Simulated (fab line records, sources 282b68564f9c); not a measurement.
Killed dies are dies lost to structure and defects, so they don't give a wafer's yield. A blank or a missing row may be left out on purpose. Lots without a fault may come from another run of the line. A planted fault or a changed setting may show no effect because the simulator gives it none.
fab line records | flow rit_cmos
record lots=6 wafers=18 last_day=7
route steps=202 shown REOX@99 NLDD@103 PLDD@114 SPACER@125 NSD@131 M1@202
lots that met no fault: from a run of the same line without faults
start_h: hours from the record's first day to the start of the lot's first wafer shown | wait_h: hours since the lot's step before | " the same as in the row above | L1.1+2: a row that stands for several wafers | - no value, or no start given | * or withheld: withheld | < > ~ a bound
route shown NAME@n: a module of which the file shows steps, and the number in the route of the first | usual: mean/standard deviation of fault-free wafers | same: alike in all rows | chamber/n: place in a boat | sites: the reading at each site | _std_site: their standard deviation | _edge_site: outer sites' mean less inner sites' | radius_mm: how far each site lies from the wafer's centre | mask NAME#n: copy n | behind: the tool/chamber that last shaped the wafer | hold: why the lot was held/for how many hours/how that ended | device: the transistor (n, p or np) that didn't switch | end of line: the same wafers' tests at the end of the route | a step without rows: its recipe alone | killed: dies lost to structure and defects at the first sort, not the wafer's yield | map: a wafer's dies, x killed, . not, _ none there
set.NAME: the setting as run; set.NAME@STEP: as run at that earlier step | model.NAME: the simulator's own value behind a step, which no gauge read
lots at some steps of the route; a table a step, a row a wafer
services: from which hour (start_h, from the record's first day; less than 0 if before it) a tool's chamber was out of use, for how many hours, and why
## steps
# step RIT_REOX_CLEAN_01
# recipe chemistry=dHF dilution=50:1 time_s=30
# step RIT_REOX_CLEAN_02
# recipe chemistry=SC2 mix=3:3:50 time_s=600 temp_c=75 dry=n2_spin
# step RIT_REOX_OXIDATION_03
# recipe temp_c=900 ambient=O2 target_thk_a=252 ox_time_s=5580
# step RIT_REOX_THK_MEAS_04
# recipe reads=SiO2_of_REOX_OXIDATION_03
# usual REOX_OXIDE_THK=25.2/0.55
# columns lot.wafer tool chamber start_h wait_h REOX_OXIDE_THK[nm]
L246.1 film_metro-02 - 80.81 0.0 25.0
L246.3 " - " " 24.4
L246.5 " - " " 25.1
L248.2 film_metro-04 - 91.77 0.0 25.6
L248.3 " - " " 25.0
L248.4 " - " " 25.6
L254.3 film_metro-02 - 120.61 0.0 25.6
L254.4 " - " " 25.5
L254.6 " - " " 25.5
L259.2 film_metro-04 - 144.75 0.0 25.6
L259.3 " - " " 25.4
L259.6 " - " " 25.5
L260.2 film_metro-02 - 151.10 0.0 25.1
L260.3 " - " " 24.6
L260.6 " - " " 24.7
L261.1 film_metro-04 - 155.94 0.0 24.5
L261.2 " - " " 24.1
L261.4 " - " " 24.3
# step RIT_NLDD_HMDS_00
# recipe prime_time_s=60 prime_temp_c=140
# step RIT_NLDD_COAT_01
# recipe resist=NOVOLAK spin_rpm=3250 resist_thk_nm=1000
# step RIT_NLDD_SOFTBAKE_02
# recipe resist=NOVOLAK temp_c=90 time_s=60
# step RIT_NLDD_EXPOSE_03
# recipe mask_id=M7 na=0.57 target_cd_nm=40700 dose_mj=250
# step RIT_NLDD_PEB_04
# recipe resist=NOVOLAK temp_c=withheld time_s=withheld
# step RIT_NLDD_DEVELOP_05
# recipe resist=NOVOLAK develop_time_s=50 dev_temp_c=23
# step RIT_NLDD_OVL_MEAS_06
# usual NLDD_OVL=-0.1/1.2
# columns lot.wafer tool chamber start_h wait_h NLDD_OVL[nm]
L246.1 overlay-01 - 81.85 - 1.3
L246.3 " - " " 0.1
L246.5 " - " " 0.6
L248.2 overlay-02 - 92.68 - -1.4
L248.3 " - " " -0.4
L248.4 " - " " -0.7
L254.3 overlay-01 - 121.64 - -2.1
L254.4 " - " " -0.5
L254.6 " - " " -2.7
L259.2 overlay-02 - 145.66 - 0.0
L259.3 " - " " 0.2
L259.6 " - " " 1.2
L260.2 overlay-02 - 152.24 - 1.1
L260.3 " - " " -0.6
L260.6 " - " " -0.2
L261.1 overlay-02 - 156.97 - -2.6
L261.2 " - " " -2.4
L261.4 " - " " -2.5
# step RIT_NLDD_HARDBAKE_07
# recipe resist=NOVOLAK temp_c=140 time_s=60
# step RIT_NLDD_IMPLANT_08
# recipe species=P energy_kev=20 dose_cm2=5e+14 tilt_deg=7
# usual dose_ions_cm2=5e+14/5.6e+11 end_station_pressure_torr=6.3e-06/3.2e-07 faraday_current_uA=1572/28
# columns lot.wafer tool chamber start_h wait_h dose_ions_cm2 end_station_pressure_torr faraday_current_uA
L246.1 implanter-04 0 82.03 0.1 5.002e+14 6.6e-06 1570
L246.3 " 0 " " 5e+14 6.8e-06 1588
L246.5 " 0 " " 4.995e+14 6.1e-06 1581
L248.2 implanter-04 0 92.88 0.1 4.99e+14 6.7e-06 1533
L248.3 " 0 " " 4.988e+14 6e-06 1547
L248.4 " 0 " " 4.991e+14 6.5e-06 1547
L254.3 implanter-02 0 121.86 0.1 4.999e+14 6.6e-06 1512
L254.4 " 0 " " 4.995e+14 6.5e-06 1569
L254.6 " 0 " " 5.001e+14 6.3e-06 1630
L259.2 implanter-02 0 145.86 0.1 4.505e+14 6.5e-06 1469
L259.3 " 0 " " 4.497e+14 6.3e-06 1439
L259.6 " 0 " " 4.498e+14 6.6e-06 1394
L260.2 implanter-02 0 152.44 0.1 4.506e+14 6.3e-06 1409
L260.3 " 0 " " 4.5e+14 6.1e-06 1401
L260.6 " 0 " " 4.51e+14 6.5e-06 1424
L261.1 implanter-01 0 157.16 0.1 5.004e+14 6.6e-06 1540
L261.2 " 0 " " 4.994e+14 6e-06 1543
L261.4 " 0 " " 4.998e+14 5.9e-06 1555
# step RIT_NLDD_STRIP_09
# recipe chemistry=O2 time_s=180 resist=NOVOLAK platen_temp_c=withheld power_w=500 pressure_mtorr=4000 o2_flow_sccm=4000
# usual drypump_motor_current_A=5.74/0.29
# same time_s=180
# columns lot.wafer tool chamber start_h wait_h drypump_motor_current_A rf_hours_counter_h
L246.1 plasma_asher-01 1 82.18 0.1 5.28 41
L246.3 " 0 " " 6.13 -
L246.5 " 0 " " 6.14 -
L248.2 plasma_asher-01 0 93.01 0.1 6.13 42
L248.3 " 0 " " 6.12 -
L248.4 " 1 " " 5.29 -
L254.3 plasma_asher-01 1 122.02 0.1 5.31 -
L254.4 " 0 " " 6.14 -
L254.6 " 0 " " 6.15 -
L259.2 plasma_asher-04 0 145.99 0.1 6.01 3
L259.3 " 1 " " 5.68 -
L259.6 " 0 " " 5.99 -
L260.2 plasma_asher-01 0 152.57 0.1 6.13 46
L260.3 " 0 " " 6.13 -
L260.6 " 0 " " 6.13 -
L261.1 plasma_asher-04 1 157.31 0.1 5.69 5
L261.2 " 0 " " 5.99 5
L261.4 " 0 " " 5.98 -
# step RIT_NLDD_TW_MEAS_10
# usual NLDD_TW=2485/26
# columns lot.wafer tool chamber start_h wait_h NLDD_TW
L246.1 film_metro-04 - 82.36 0.1 2455
L246.3 " - " " 2462
L246.5 " - " " 2462
L248.2 film_metro-01 - 93.19 0.1 2508
L248.3 " - " " 2509
L248.4 " - " " 2496
L254.3 film_metro-01 - 122.16 0.1 2520
L254.4 " - " " 2513
L254.6 " - " " 2519
L259.2 film_metro-01 - 146.17 0.1 2459
L259.3 " - " " 2449
L259.6 " - " " 2438
L260.2 film_metro-04 - 152.75 0.1 2398
L260.3 " - " " 2392
L260.6 " - " " 2401
L261.1 film_metro-04 - 157.48 0.1 2455
L261.2 " - " " 2447
L261.4 " - " " 2457
# step RIT_PLDD_HMDS_00
# recipe prime_time_s=60 prime_temp_c=140
# step RIT_PLDD_COAT_01
# recipe resist=NOVOLAK spin_rpm=3250 resist_thk_nm=1000
# step RIT_PLDD_SOFTBAKE_02
# recipe resist=NOVOLAK temp_c=90 time_s=60
# step RIT_PLDD_EXPOSE_03
# recipe mask_id=M8 na=0.57 target_cd_nm=40900 dose_mj=250
# step RIT_PLDD_PEB_04
# recipe resist=NOVOLAK temp_c=withheld time_s=withheld
# step RIT_PLDD_DEVELOP_05
# recipe resist=NOVOLAK develop_time_s=50 dev_temp_c=23
# step RIT_PLDD_OVL_MEAS_06
# usual PLDD_OVL=-0.3/1.4
# columns lot.wafer tool chamber start_h wait_h PLDD_OVL[nm]
L246.1 overlay-01 - 83.27 - 1.8
L246.3 " - " " 1.6
L246.5 " - " " 2.3
L248.2 overlay-01 - 94.22 - -0.1
L248.3 " - " " 1.5
L248.4 " - " " 2.2
L254.3 overlay-01 - 123.06 - -0.5
L254.4 " - " " -0.1
L254.6 " - " " -0.1
L259.2 overlay-01 - 147.08 - -1.9
L259.3 " - " " -3.7
L259.6 " - " " -2.4
L260.2 overlay-02 - 153.78 - 0.4
L260.3 " - " " 1.0
L260.6 " - " " 1.4
L261.1 overlay-01 - 158.52 - 0.7
L261.2 " - " " 0.2
L261.4 " - " " -0.4
# step RIT_PLDD_HARDBAKE_07
# recipe resist=NOVOLAK temp_c=140 time_s=60
# step RIT_PLDD_IMPLANT_08
# recipe species=BF2 energy_kev=20 dose_cm2=9e+14 tilt_deg=7
# step RIT_PLDD_STRIP_09
# recipe chemistry=O2 time_s=180 resist=NOVOLAK platen_temp_c=withheld power_w=500 pressure_mtorr=4000 o2_flow_sccm=4000
# usual drypump_motor_current_A=5.7/0.32
# same time_s=180
# columns lot.wafer tool chamber start_h wait_h drypump_motor_current_A rf_hours_counter_h
L246.1 plasma_asher-01 0 83.60 0.1 6.1 41
L246.3 " 0 " " 6.1 -
L246.5 " 0 " " 6.1 -
L248.2 plasma_asher-04 0 94.63 0.1 6.0 49
L248.3 " 0 " " 6.0 -
L248.4 " 1 " " 5.7 -
L254.3 plasma_asher-01 1 123.44 0.1 5.3 -
L254.4 " 0 " " 6.1 -
L254.6 " 0 " " 6.1 -
L259.2 plasma_asher-01 1 147.41 0.1 5.3 45
L259.3 " 1 " " 5.3 -
L259.6 " 1 " " 5.3 -
L260.2 plasma_asher-01 0 154.11 0.1 6.1 46
L260.3 " 0 " " 6.1 -
L260.6 " 0 " " 6.1 -
L261.1 plasma_asher-02 0 158.86 0.1 5.3 40
L261.2 " 1 " " 5.9 40
L261.4 " 1 " " 5.9 -
# step RIT_PLDD_TW_MEAS_10
# usual PLDD_TW=2336/23
# columns lot.wafer tool chamber start_h wait_h PLDD_TW
L246.1 film_metro-01 - 83.78 0.1 2362
L246.3 " - " " 2368
L246.5 " - " " 2349
L248.2 film_metro-01 - 94.86 0.2 2364
L248.3 " - " " 2359
L248.4 " - " " 2363
L254.3 film_metro-04 - 123.58 0.1 2319
L254.4 " - " " 2326
L254.6 " - " " 2331
L259.2 film_metro-04 - 147.59 0.1 2325
L259.3 " - " " 2317
L259.6 " - " " 2312
L260.2 film_metro-01 - 154.30 0.1 2365
L260.3 " - " " 2378
L260.6 " - " " 2370
L261.1 film_metro-01 - 159.03 0.1 2378
L261.2 " - " " 2371
L261.4 " - " " 2372
# step RIT_SPACER_CLEAN_00
# recipe chemistry=SC1 mix=3:3:50 time_s=600 temp_c=75
# step RIT_SPACER_CLEAN_01
# recipe chemistry=dHF dilution=50:1 time_s=30
# step RIT_SPACER_CLEAN_02
# recipe chemistry=SC2 mix=3:3:50 time_s=600 temp_c=75 dry=n2_spin
# step RIT_SPACER_CVD_03
# recipe material=Si3N4 target_thk_nm=250 temp_c=810 precursor=SiH2Cl2/NH3 time_s=3300 pressure_mtorr=300 sih2cl2_flow_sccm=60 nh3_flow_sccm=150
# step RIT_SPACER_THK_MEAS_04
# recipe reads=Si3N4_of_SPACER_CVD_03
# usual SPACER_NITRIDE_THK=250.8/2.2
# columns lot.wafer tool chamber start_h wait_h SPACER_NITRIDE_THK[nm]
L246.1 film_metro-02 - 87.11 0.0 252.8
L246.3 " - " " 250.6
L246.5 " - " " 252.7
L248.2 film_metro-04 - 97.24 0.0 250.9
L248.3 " - " " 250.2
L248.4 " - " " 253.4
L254.3 film_metro-04 - 125.94 0.0 251.7
L254.4 " - " " 251.6
L254.6 " - " " 252.6
L259.2 film_metro-02 - 149.94 0.0 251.9
L259.3 " - " " 250.8
L259.6 " - " " 250.5
L260.2 film_metro-02 - 156.64 0.0 254.3
L260.3 " - " " 252.5
L260.6 " - " " 252.8
L261.1 film_metro-02 - 161.39 0.0 252.9
L261.2 " - " " 254.5
L261.4 " - " " 252.5
# step RIT_SPACER_ETCHBACK_05
# recipe target_depth_a=2500 SF6_flow_sccm=30 CHF3_flow_sccm=30 target=Si3N4 chemistry=SF6/CHF3 pressure_mtorr=40 rf_w=250 time_s=240 stop_on=SiO2
# usual drypump_motor_current_A=5.6/0.55 oes_product_au=0.845/0.011 throttle_valve_pct=10.28/0.1
# same time_s=240
# columns lot.wafer tool chamber start_h wait_h drypump_motor_current_A oes_product_au rf_hours_counter_h throttle_valve_pct
L246.1 rie_diel-01 2 87.17 0.1 5.3 0.854 80 10.25
L246.3 " 0 " " 5.3 0.847 132 10.13
L246.5 " 0 " " 5.3 0.853 - 10.10
L248.2 rie_diel-02 3 97.29 0.0 5.1 0.846 7 10.39
L248.3 " 0 " " 6.1 0.834 53 10.25
L248.4 " 1 " " 4.9 0.864 87 10.16
L254.3 rie_diel-02 1 125.98 0.0 4.8 0.865 88 10.15
L254.4 " 3 " " 5.0 0.850 7 10.37
L254.6 " 3 " " 5.1 0.855 - 10.36
L259.2 rie_diel-01 1 149.99 0.0 5.9 0.856 0 10.40
L259.3 " 0 " " 5.3 0.851 133 10.11
L259.6 " 3 " " 6.5 0.840 - 10.14
L260.2 rie_diel-02 0 156.69 0.0 6.1 0.837 54 10.25
L260.3 " 2 " " 5.4 0.837 113 10.42
L260.6 " 2 " " 5.4 0.842 - 10.43
L261.1 rie_diel-04 3 161.45 0.1 5.9 0.856 45 10.28
L261.2 " 0 " " 5.1 0.852 127 10.30
L261.4 " 1 " " 6.5 0.858 68 10.35
# step RIT_NSD_HMDS_00
# recipe prime_time_s=60 prime_temp_c=140
# step RIT_NSD_COAT_01
# recipe resist=NOVOLAK spin_rpm=3250 resist_thk_nm=1000
# step RIT_NSD_SOFTBAKE_02
# recipe resist=NOVOLAK temp_c=90 time_s=60
# step RIT_NSD_EXPOSE_03
# recipe mask_id=M9 na=0.57 target_cd_nm=40700 dose_mj=250
# step RIT_NSD_PEB_04
# recipe resist=NOVOLAK temp_c=withheld time_s=withheld
# step RIT_NSD_DEVELOP_05
# recipe resist=NOVOLAK develop_time_s=50 dev_temp_c=23
# step RIT_NSD_OVL_MEAS_06
# usual NSD_OVL=-0.3/1.2
# columns lot.wafer tool chamber start_h wait_h NSD_OVL[nm]
L246.1 overlay-01 - 88.30 - 0.2
L246.3 " - " " -0.3
L246.5 " - " " 1.4
L248.2 overlay-01 - 98.29 - 2.0
L248.3 " - " " 0.6
L248.4 " - " " -1.5
L254.3 overlay-01 - 127.11 - -2.2
L254.4 " - " " -1.7
L254.6 " - " " -1.2
L259.2 overlay-01 - 151.12 - 0.3
L259.3 " - " " -1.5
L259.6 " - " " -0.1
L260.2 overlay-02 - 157.82 - -2.5
L260.3 " - " " -0.4
L260.6 " - " " -0.9
L261.1 overlay-02 - 162.45 - -0.6
L261.2 " - " " -0.4
L261.4 " - " " 0.4
# step RIT_NSD_HARDBAKE_07
# recipe resist=NOVOLAK temp_c=140 time_s=60
# step RIT_NSD_IMPLANT_08
# recipe species=P energy_kev=25 dose_cm2=1e+15 tilt_deg=7
# step RIT_NSD_STRIP_09
# recipe chemistry=O2 time_s=180 resist=NOVOLAK platen_temp_c=withheld power_w=500 pressure_mtorr=4000 o2_flow_sccm=4000
# usual drypump_motor_current_A=5.6/0.32
# same time_s=180
# columns lot.wafer tool chamber start_h wait_h drypump_motor_current_A rf_hours_counter_h
L246.1 plasma_asher-02 0 88.63 0.1 5.3 31
L246.3 " 1 " " 5.9 -
L246.5 " 0 " " 5.3 -
L248.2 plasma_asher-02 0 98.62 0.1 5.3 32
L248.3 " 1 " " 5.9 -
L248.4 " 0 " " 5.3 -
L254.3 plasma_asher-02 0 127.50 0.1 5.3 -
L254.4 " 1 " " 5.9 -
L254.6 " 0 " " 5.3 -
L259.2 plasma_asher-02 1 151.45 0.1 5.9 39
L259.3 " 1 " " 5.9 -
L259.6 " 1 " " 5.9 -
L260.2 plasma_asher-01 0 158.15 0.1 6.1 47
L260.3 " 1 " " 5.3 -
L260.6 " 1 " " 5.3 -
L261.1 plasma_asher-02 1 162.79 0.1 5.9 40
L261.2 " 0 " " 5.3 40
L261.4 " 1 " " 5.9 -
# step RIT_SDANNEAL_RS_MEAS_07
# recipe thk_meas_gauge=four-point-probe
# usual NLDD_RS=151.6/0.43
# columns lot.wafer tool chamber start_h wait_h NLDD_RS[ohm/sq]
L246.1 film_metro-04 - 91.25 0.1 150.9
L246.3 " - " " 151.5
L246.5 " - " " 151.3
L248.2 film_metro-01 - 101.08 0.1 151.8
L248.3 " - " " 151.9
L248.4 " - " " 151.5
L254.3 film_metro-04 - 130.04 0.1 151.5
L254.4 " - " " 152.0
L254.6 " - " " 151.5
L259.2 film_metro-01 - 154.04 0.1 164.2
L259.3 " - " " 164.5
L259.6 " - " " 164.7
L260.2 film_metro-04 - 160.80 0.1 164.5
L260.3 " - " " 164.8
L260.6 " - " " 164.6
L261.1 film_metro-01 - 165.56 0.1 150.8
L261.2 " - " " 151.2
L261.4 " - " " 151.7
# step RIT_M1_PROBE_99
# usual killed_at_contacts=0.1/0.25 killed_at_front_end=7/3.3 killed_dies=7/3.3 killed_open=3.6/2 killed_short=3.6/2.1
# same gross_dies=264 killed_at_M0_to_M3=0 killed_at_M4_up=0 killed_at_back_side=0 killed_at_other=0
# columns lot.wafer tool chamber start_h wait_h killed_at_contacts killed_at_front_end killed_dies killed_open killed_short model.etest.nmos_0p15.r_on_ohm_um model.etest.nldd.rs_ohm_sq model.etest.nmos_turned.drive_ua_um model.etest.nldd.line_ohm_um model.etest.nmos_turned.overlap_ff_um model.etest.nmos_0p15.overlap_ff_um
L246.1 prober-01 - 98.73 0.1 0 9 9 8 1 1088 385.5 346.5 122.1 0.3716 0.2516
L246.3 prober-01 - 98.83 0.2 0 5 5 3 2 1087 370.7 358.6 117.8 0.3762 0.2571
L246.5 prober-01 - 98.93 0.2 1 6 7 4 3 1122 388.6 339 120.6 0.3711 0.2482
L248.2 prober-01 - 108.59 0.1 0 10 10 5 5 1159 398.3 306.3 125.5 0.3605 0.2366
L248.3 prober-01 - 108.64 0.2 0 10 10 2 8 1111 385.7 322.8 120.5 0.3664 0.2411
L248.4 prober-01 - 108.69 0.2 1 7 8 4 4 1125 395.6 306.2 126 0.3612 0.2362
L254.3 prober-01 - 137.41 0.2 0 14 14 2 12 1224 411.8 274.6 129.8 0.3416 0.2236
L254.4 prober-01 - 137.46 0.2 0 3 3 1 2 1221 409.5 284.8 129.9 0.3473 0.2283
L254.6 prober-01 - 137.56 0.2 0 6 6 4 2 1222 411.9 283.8 127 0.3488 0.2283
L259.2 prober-02 - 161.91 0.1 0 6 6 3 3 1172 438.4 282.6 138 0.3422 0.2229
L259.3 prober-02 - 161.96 0.2 0 5 5 1 4 1254 438.4 278.8 139.4 0.339 0.2221
L259.6 prober-02 - 162.11 0.2 0 3 3 1 2 1250 435.3 276.9 137.7 0.3416 0.2199
L260.2 prober-01 - 169.21 0.1 0 8 8 5 3 1164 408.6 292.9 128.2 0.3543 0.2299
L260.3 prober-01 - 169.26 0.2 0 9 9 2 7 1164 402.2 305.1 123.5 0.3604 0.2341
L260.6 prober-01 - 169.41 0.2 1 4 5 2 3 1145 401.4 302.4 125.2 0.3601 0.2345
L261.1 prober-02 - 173.91 0.1 0 2 2 1 1 1107 378.5 335.7 119.9 0.371 0.2475
L261.2 prober-02 - 173.96 0.1 0 2 2 0 2 1122 371.4 333.5 117.7 0.3697 0.2488
L261.4 prober-02 - 174.06 0.2 0 3 3 2 1 1113 374.1 338.6 118.9 0.3758 0.2484
# killed by level:class
L246.1 REOX:geometric_particle:open=4 GATE:geometric_particle:open=3 FOX1:geometric_particle:open=1 GATE:geometric_particle:short=1
L246.3 GATE:geometric_particle:short=2 FOX2:geometric_particle:open=1 GATE:geometric_particle:open=1 REOX:geometric_particle:open=1
L246.5 GATE:geometric_particle:open=4 GATE:geometric_particle:short=2 CONTACT:geometric_particle:short=1
L248.2 FOX1:geometric_particle:short=2 GATE:geometric_particle:short=2 GATE:geometric_particle:open=2 REOX:geometric_particle:open=2 REOX:geometric_particle:short=1 SILICIDE:geometric_particle:open=1
L248.3 GATE:geometric_particle:short=5 FOX1:geometric_particle:short=1 GATE:geometric_particle:open=1 REOX:geometric_particle:short=1 REOX:geometric_particle:open=1 SILICIDE:geometric_particle:short=1
L248.4 GATE:geometric_particle:short=3 FOX1:geometric_particle:open=1 GATE:geometric_particle:open=1 REOX:geometric_particle:short=1 SILICIDE:geometric_particle:open=1 CONTACT:geometric_particle:open=1
L254.3 SILICIDE:geometric_particle:short=7 GATE:geometric_particle:short=4 REOX:geometric_particle:open=2 SPACER:geometric_particle:short=1
L254.4 SILICIDE:geometric_particle:short=2 SILICIDE:geometric_particle:open=1
L254.6 GATE:geometric_particle:open=2 FOX1:geometric_particle:short=1 SPACER:geometric_particle:open=1 SPACER:geometric_particle:short=1 SILICIDE:geometric_particle:open=1
L259.2 FOX1:geometric_particle:short=2 GATE:geometric_particle:open=2 FOX1:geometric_particle:open=1 REOX:geometric_particle:short=1
L259.3 FOX1:geometric_particle:short=3 FOX2:geometric_particle:short=1 FOX2:geometric_particle:open=1
L259.6 FOX1:geometric_particle:short=1 REOX:geometric_particle:short=1 SPACER:geometric_particle:open=1
L260.2 GATE:geometric_particle:open=2 SILICIDE:geometric_particle:open=2 FOX1:geometric_particle:short=1 REOX:geometric_particle:short=1 REOX:geometric_particle:open=1 SILICIDE:geometric_particle:short=1
L260.3 FOX2:geometric_particle:short=3 GATE:geometric_particle:short=2 FOX2:geometric_particle:open=1 GATE:geometric_particle:open=1 SPACER:geometric_particle:short=1 SILICIDE:geometric_particle:short=1
L260.6 SILICIDE:geometric_particle:short=2 GATE:geometric_particle:short=1 REOX:geometric_particle:open=1 CONTACT:geometric_particle:open=1
L261.1 FOX2:geometric_particle:open=1 SPACER:geometric_particle:short=1
L261.2 FOX1:geometric_particle:short=2
L261.4 SPACER:geometric_particle:open=2 GATE:geometric_particle:short=1
## services
# columns tool chamber start_h hours kind
implanter-01 - 74.06 6.7 pm
implanter-02 - 89.50 4.2 repair
implanter-02 - 95.65 1.6 repair
rie_diel-01 1 98.07 - clean
rie_diel-01 1 98.07 - consumable_replace:esc
rie_diel-01 1 98.07 27.3 scheduled_down
rie_diel-01 1 98.07 27.3 vent_cycle
implanter-02 - 104.03 2.6 repair
plasma_asher-04 - 108.75 9.0 pm
plasma_asher-04 0 108.75 9.0 vent_cycle
plasma_asher-04 1 108.75 9.0 vent_cycle
plasma_asher-01 - 111.34 10.6 repair
plasma_asher-04 0 117.75 - clean
plasma_asher-04 1 117.75 - clean
plasma_asher-01 - 123.88 14.6 pm
implanter-04 - 125.25 3.1 repair
implanter-02 - 143.31 2.5 repair
implanter-02 - 156.85 1.2 pm
## key
first_sign step=RIT_NLDD_IMPLANT_08 reading=dose_ions_cm2 direction=down sigmas=89 usual=5e+14 struck=4.503e+14
effect step=RIT_NLDD_IMPLANT_08 reading=faraday_current_uA direction=down sigmas=5.3 usual=1572 struck=1423
effect step=RIT_NLDD_TW_MEAS_10 reading=NLDD_TW direction=down sigmas=2.4 usual=2485 struck=2423
effect step=RIT_SDANNEAL_RS_MEAS_07 reading=NLDD_RS direction=up sigmas=30 usual=151.6 struck=164.5
model_effect step=RIT_M1_PROBE_99 value=etest.nmos_0p15.r_on_ohm_um without=1132 struck=1191
met_at RIT_NLDD_IMPLANT_08
struck_wafers L259.2,L259.3,L259.6,L260.2,L260.3,L260.6
tester_left_out L259,L260
onset_between 121.86 145.86
fault kind=process_parameter_drift tool=implanter-02 chamber=- onset_h=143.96 steps=RIT_NLDD_IMPLANT_08 channel=dose_cm2 offset=-4.9606e+13 shape=step end_h=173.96 acts_in=these_recipes_only stated=5e+14
# tester_left_out: of these lots the tester's yield and bins aren't shown, on N5 and GAA mostly nor the transistor test; their killed dies are dies lost to structure and defects alone, not to doping, threshold or leakage, so they don't give the yield
